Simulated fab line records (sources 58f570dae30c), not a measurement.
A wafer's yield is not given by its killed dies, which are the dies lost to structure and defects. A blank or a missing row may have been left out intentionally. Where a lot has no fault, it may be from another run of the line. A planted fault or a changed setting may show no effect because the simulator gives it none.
Lot-split experiment ; flow berkeley_cmos170 ; 23 wafers read across 5 lots, on a route 331 steps long

SPLIT DETAILS
At UCB170_M2_PEB_13, the setting peb_temp_c was moved away from the recipe's 130 C on 5 of the 23 wafers read, by -2.8% to +2.5%. All remaining wafers had this setting at the recipe value.

FROM THE SPLIT TO THE READING: what the file shows between them, 5 steps
- UCB170_M2_DEVELOP_14: develop time 45 s
- UCB170_M2_CD_MEAS_15: target cd 700 nm
- UCB170_M2_ETCH_17: etches BARC in N2/H2
- UCB170_M2_METAL_ETCH_18: etches Al in Cl2/BCl3, stops on SiO2, target depth 1170 nm, time 203.4 s
- UCB170_M2_STRIP_19: strips in O2

THE READING
cd_nm at UCB170_M2_CD_MEAS_90, given in nm (cd target 700 nm). On this fab line, fault-free wafers typically give 698 nm with a standard deviation of 3 nm.

wafer;tool, chamber at the split;peb_temp_c as run, C;against the recipe;cd_nm, nm;against lot-mates on the recipe
L076.1;litho_track-04, 0;130;recipe;696;-
L076.4;litho_track-04, 0;130;recipe;696;-
L076.6;litho_track-04, 0;130;recipe;699;-
L075.1;litho_track-01, 0;130;recipe;699;-
L075.2;litho_track-01, 0;130;recipe;699;-
L075.3;litho_track-01, 0;130;recipe;702;-
L075.4;litho_track-01, 0;130;recipe;695;-
L075.5;litho_track-01, 0;130;recipe;701;-
L077.1;litho_track-04, 0;130;recipe;702;-
L077.2;litho_track-04, 0;130;recipe;698;-
L077.3;litho_track-04, 0;130;recipe;698;-
L077.5;litho_track-04, 0;130;recipe;702;-
L077.6;litho_track-04, 0;130;recipe;696;-
L081.1;litho_track-01, 0;130;recipe;699;-
L081.2;litho_track-01, 0;130;recipe;696;-
L081.3;litho_track-01, 0;126.4;-2.8%;724;+26
L081.4;litho_track-01, 0;126.4;-2.8%;723;+26
L081.5;litho_track-01, 0;126.4;-2.8%;724;+26
L083.1;litho_track-03, 0;133.3;+2.5%;678;-21
L083.2;litho_track-03, 0;130;recipe;699;-
L083.4;litho_track-03, 0;130;recipe;698;-
L083.5;litho_track-03, 0;133.3;+2.5%;682;-17
L083.6;litho_track-03, 0;130;recipe;700;-

THE FIT
A straight line over all 23 wafers: cd_nm changes by -8.39 nm for each +1% of peb_temp_c; r = -0.98; the points scatter about the line by 2.3 nm.
The same after taking each lot's own level away (the mean of its wafers on the recipe; 23 wafers): -8.7 nm for each +1%; r = -0.98; scatter 2.2 nm.
That fit puts the effect of the largest move of peb_temp_c on the reading at 24 nm.
Measured against the standard deviation above, the lots' own levels, which go from 697.0 to 699.2 nm, span 0.7 times it.
The two slopes are in agreement: the lot-to-lot level therefore moves the slope only a little.
Check: for one of the wafers moved furthest among these (-2.8%), held out of the fit, the line's prediction against its lot-mates is +24 nm. Against them it came out at +26.5 nm.

THE OTHER SPLITS THESE WAFERS WENT THROUGH
Other splits were also applied to these wafers ahead of the reading. Each is held against what the fit with the lots' levels taken away leaves over:
other split on the same wafers;wafers away from the commonest value;r with cd_nm (lot level and that fit taken away)
UCB170_M2_SPUTTER_01 time_s;8;+0.00

THE WHOLE CHAIN: every reading that the file lists as answering this split, in the file's order
step;what it does;reading;change (the file's fit);r (the file's)
UCB170_M2_CD_MEAS_15;target cd 700 nm;cd_nm;-8.55 nm for each +1% of the setting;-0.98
UCB170_M2_ETCH_17;etches BARC in N2/H2;M2.cd_nm (the simulator's own value, which no gauge read);-8.51 nm for each +1% of the setting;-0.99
UCB170_M2_CD_MEAS_90;target cd 700 nm;cd_nm;-8.45 nm for each +1% of the setting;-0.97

THE FILE'S OWN FIT
cd_nm changes by -8.45 nm for each +1% of peb_temp_c, r = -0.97.
